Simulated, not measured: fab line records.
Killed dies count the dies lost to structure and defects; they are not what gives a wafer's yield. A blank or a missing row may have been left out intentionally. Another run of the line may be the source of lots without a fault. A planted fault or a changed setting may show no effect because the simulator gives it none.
A lot that was struck, set against a sound lot :: flow ritCmos :: 19 out of 202 route steps
Sound: wafers L433.1, L433.2, L433.6. The struck wafers were L441.2, L441.3, L441.5. The cause is named last.
Each step with rows lists, per side, the tool, then ch with its chambers, then its first start. Under that, the readings that differ: sound wafers :: struck wafers :: difference of the means :: sigmas: that difference in standard deviations of wafers without a fault.
alike: readings with means less than 2 such deviations apart, plus words and numbers identical on both sides. not compared: withheld readings, readings lacking a value on some wafer, bounds such as >300 that could conceal the same value, and numbers that have no deviation in the record and whose values overlap.
The two part at a step that has a row with sigmas, a row that says differs or no value, or rows on one side only. Non-overlapping numbers with no deviation appear without sigmas and do not part them. Lack of a reading on every wafer of one side parts them only where that side has two or more wafers.

RIT_SILICIDE_RS_MEAS_02: uses a four-point probe to measure.
  sound: filmMetro-04 at day 3 07:39; struck: filmMetro-03 at day 5 05:19
  alike: SILICIDE_TI_RS
RIT_SILICIDE_THK_MEAS_03: measures by xrf.
  sound: filmMetro-04 at day 3 07:46; struck: filmMetro-03 at day 5 05:25
  alike: SILICIDE_TI_THK
RIT_SILICIDE_RTA_04: time 10 s, ramp up 5 s, ramp down 5 s.
  sound on rtpAnneal-02 ch 0, day 3 07:50; struck on rtpAnneal-02 ch 0, day 5 05:29
  alike: wafer_temp_C_max
then, 1 step without rows for these wafers: RIT_SILICIDE_WET_ETCH_05 (etches Ti in SPM, time 120 s).
RIT_SILICIDE_RTA_06: time 10 s, ramp up 5 s, ramp down 10 s.
  sound on rtpAnneal-01 ch 0, day 3 07:56; struck on rtpAnneal-01 ch 0, day 5 05:35
  alike: wafer_temp_C_max
RIT_CONTACT_CVD_00: deposits SiO2 from TEOS, target thk 400 nm, time 61 s.
  sound on pecvd-01 ch 0,2, day 3 08:01; struck on pecvd-03 ch 0,1,2, day 5 05:39
  alike: heaterPowerW
RIT_CONTACT_THK_MEAS_01:
  sound: filmMetro-04 at day 3 08:04; struck: filmMetro-04 at day 5 05:43
  alike: CONTACT_TEOS_THK
then, 2 steps without rows for these wafers: RIT_CONTACT_HMDS_02 (prime time 60 s); RIT_CONTACT_COAT_03 (resist thk 1000 nm).
RIT_CONTACT_SOFTBAKE_04: time 62.18 s.
  sound on lithoTrack-04 ch 0, day 3 08:25; struck on lithoTrack-04 ch 0, day 5 06:05
  alike: heaterPowerTotalW, plateSensorTCentreC, plateSensorTEdgeC
then, 2 steps without rows for these wafers: RIT_CONTACT_EXPOSE_05 (exposes mask M11, target cd 1000 nm); RIT_CONTACT_PEB_06.
RIT_CONTACT_DEVELOP_07: develop time 120 s.
  sound on lithoTrack-04 ch 0, day 3 08:00; struck on lithoTrack-04 ch 0, day 5 06:00
reading: developerTempC (C)
sound: 23.23 23.06 23.21
struck: 25.30 25.21 25.23
difference: +2.08
sigmas: +21
RIT_CONTACT_CD_MEAS_08 targets a cd of 1000 nm.
  sound: cdSem-01 at day 3 09:13; struck: cdSem-02 at day 5 06:53
reading: cdNm (nm)
sound: 998.8 1000.5 1001.1
struck: 987.9 987.7 987.8
difference: -12.3
sigmas: -6
RIT_CONTACT_OVL_MEAS_09:
  sound: overlay-02 at day 3 09:20; struck: overlay-01 at day 5 07:00
  alike: CONTACT_OVL
then, 1 step without rows for these wafers: RIT_CONTACT_HARDBAKE_10 (time 60 s).
RIT_CONTACT_ETCH_11: etches SiO2 in CHF3/CF4/Ar, stops on TiSi2, target depth 480 nm, time 320 s.
  sound on rieDiel-03 ch 1,2, day 3 09:31; struck on rieDiel-03 ch 0,1, day 5 07:11
reading: model.CONTACT.cdNm (nm)
sound: 999 1001 1001
struck: 987.6 988.1 988.1
difference: -12.4
sigmas: 
  alike: drypumpMotorCurrentA, oesProductAu, throttleValvePct
  not compared: rfHoursCounterH
RIT_CONTACT_STRIP_12: strips in O2, time 180 s.
  sound on plasmaAsher-01 ch 0,1, day 3 09:43; struck on plasmaAsher-02 ch 0,1, day 5 07:22
  alike: drypumpMotorCurrentA, o2FlowSccm, rfReflPowerW
  not compared: rfHoursCounterH
RIT_M1_PROBE_99:
  sound: prober-02 at day 3 14:22; struck: prober-02 at day 5 12:14
  alike: killedAtFrontEnd, killedDies, killedOpen, killedShort
  not compared: model.etest.contactToGate.bvLeftV, model.etest.contactToGate.bvRightV

## WHERE THEY PART
At RIT_CONTACT_DEVELOP_07 first; at RIT_CONTACT_CD_MEAS_08 last (within this record only). Later steps at which nothing parts them and some readings are alike: RIT_CONTACT_OVL_MEAS_09, RIT_CONTACT_ETCH_11, RIT_CONTACT_STRIP_12, RIT_M1_PROBE_99.

WHY: the cause the simulator had injected
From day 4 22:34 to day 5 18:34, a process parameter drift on lithoTrack-04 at RIT_CONTACT_DEVELOP_07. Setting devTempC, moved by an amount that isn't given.
